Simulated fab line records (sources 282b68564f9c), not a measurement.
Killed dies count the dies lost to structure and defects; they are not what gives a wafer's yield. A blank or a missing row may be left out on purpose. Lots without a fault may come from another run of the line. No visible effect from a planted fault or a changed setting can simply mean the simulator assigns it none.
Split-lot experiment + flow ritCmos + 23 wafers read from 5 lots, route of 202 steps

THE SPLIT ITSELF
At RIT_PSD_IMPLANT_08, the setting doseCm2 was moved away from the recipe's 5e+15 on 9 of the 23 wafers read, by -1.9% to +7.3%. The other wafers ran this setting at the recipe's value.

FROM THE SPLIT TO THE READING: what the file shows between them, 4 steps
- RIT_SDANNEAL_CLEAN_00: cleans in SC1, time 600 s (also split here: timeS)
- RIT_SDANNEAL_CLEAN_01: cleans in dHF, time 30 s
- RIT_SDANNEAL_CLEAN_02: cleans in SC2, time 600 s
- RIT_SDANNEAL_RTA_03: time 5 s

THE READING
At RIT_SDANNEAL_RS_MEAS_04, a four-point-probe measurement gives PSD_RS in ohm/sq. On this fab line, fault-free wafers typically give 115.60 ohm/sq with a standard deviation of 0.26 ohm/sq.

| wafer  | tool, chamber at the split | doseCm2 as run | against the recipe | PSD_RS, ohm/sq | against lot-mates on the recipe |
|--------|----------------------------|----------------|--------------------|----------------|---------------------------------|
| L075.2 | implanter-02, 0            | 5e+15          | recipe             | 115.80         | -                               |
| L075.3 | implanter-02, 0            | 5.324e+15      | +6.5%              | 114.56         | -0.93                           |
| L075.4 | implanter-02, 0            | 5.324e+15      | +6.5%              | 114.84         | -0.65                           |
| L075.5 | implanter-02, 0            | 5e+15          | recipe             | 115.26         | -                               |
| L075.6 | implanter-02, 0            | 5e+15          | recipe             | 115.41         | -                               |
| L076.1 | implanter-01, 0            | 5e+15          | recipe             | 115.65         | -                               |
| L076.2 | implanter-01, 0            | 5e+15          | recipe             | 115.67         | -                               |
| L076.3 | implanter-01, 0            | 4.904e+15      | -1.9%              | 115.89         | +0.29                           |
| L076.4 | implanter-01, 0            | 5e+15          | recipe             | 115.49         | -                               |
| L076.5 | implanter-01, 0            | 4.904e+15      | -1.9%              | 116.00         | +0.40                           |
| L078.1 | implanter-01, 0            | 5e+15          | recipe             | 115.72         | -                               |
| L078.2 | implanter-01, 0            | 5.364e+15      | +7.3%              | 114.83         | -1.08                           |
| L078.3 | implanter-01, 0            | 5e+15          | recipe             | 115.83         | -                               |
| L078.4 | implanter-01, 0            | 5.364e+15      | +7.3%              | 114.81         | -1.10                           |
| L078.6 | implanter-01, 0            | 5e+15          | recipe             | 116.19         | -                               |
| L081.2 | implanter-02, 0            | 5e+15          | recipe             | 115.96         | -                               |
| L081.3 | implanter-02, 0            | 5e+15          | recipe             | 115.74         | -                               |
| L081.5 | implanter-02, 0            | 5e+15          | recipe             | 115.60         | -                               |
| L082.1 | implanter-03, 0            | 5.266e+15      | +5.3%              | 114.93         | -0.69                           |
| L082.2 | implanter-03, 0            | 5e+15          | recipe             | 115.51         | -                               |
| L082.4 | implanter-03, 0            | 5.266e+15      | +5.3%              | 115.50         | -0.12                           |
| L082.5 | implanter-03, 0            | 5.266e+15      | +5.3%              | 115.01         | -0.61                           |
| L082.6 | implanter-03, 0            | 5e+15          | recipe             | 115.74         | -                               |

FIT RESULTS
A straight line over all 23 wafers: PSD_RS changes by -0.125 ohm/sq for each +1% of doseCm2; r = -0.87; the points scatter about the line by 0.22 ohm/sq.
The same after taking each lot's own level away (the mean of its wafers on the recipe; 23 wafers): -0.128 ohm/sq for each +1%; r = -0.90; scatter 0.2 ohm/sq.
According to that fit, moving doseCm2 by its largest amount changes the reading by 0.93 ohm/sq.
From 115.490 to 115.913 ohm/sq: that is the span of the lots' own levels, equal to 1.6 times the standard deviation above.
Hence the lot-to-lot level has little effect on the slope; both slopes agree.
Check: for one of the wafers moved furthest among these (+7.3%), held out of the fit, the line's prediction against its lot-mates is -0.865 ohm/sq. Against them it came out at -1.08 ohm/sq.

OTHER SPLITS ON THESE WAFERS
Other splits were also applied to these wafers ahead of the reading. Each is held against what the fit with the lots' levels taken away leaves over:
| other split on the same wafers | wafers away from the commonest value | r with PSD_RS (lot level and that fit taken away) |
|--------------------------------|--------------------------------------|---------------------------------------------------|
| RIT_SDANNEAL_CLEAN_00 timeS    | 18                                   | +0.02                                             |

FILE'S OWN FIT
PSD_RS changes by -0.128 ohm/sq for each +1% of doseCm2, r = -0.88.
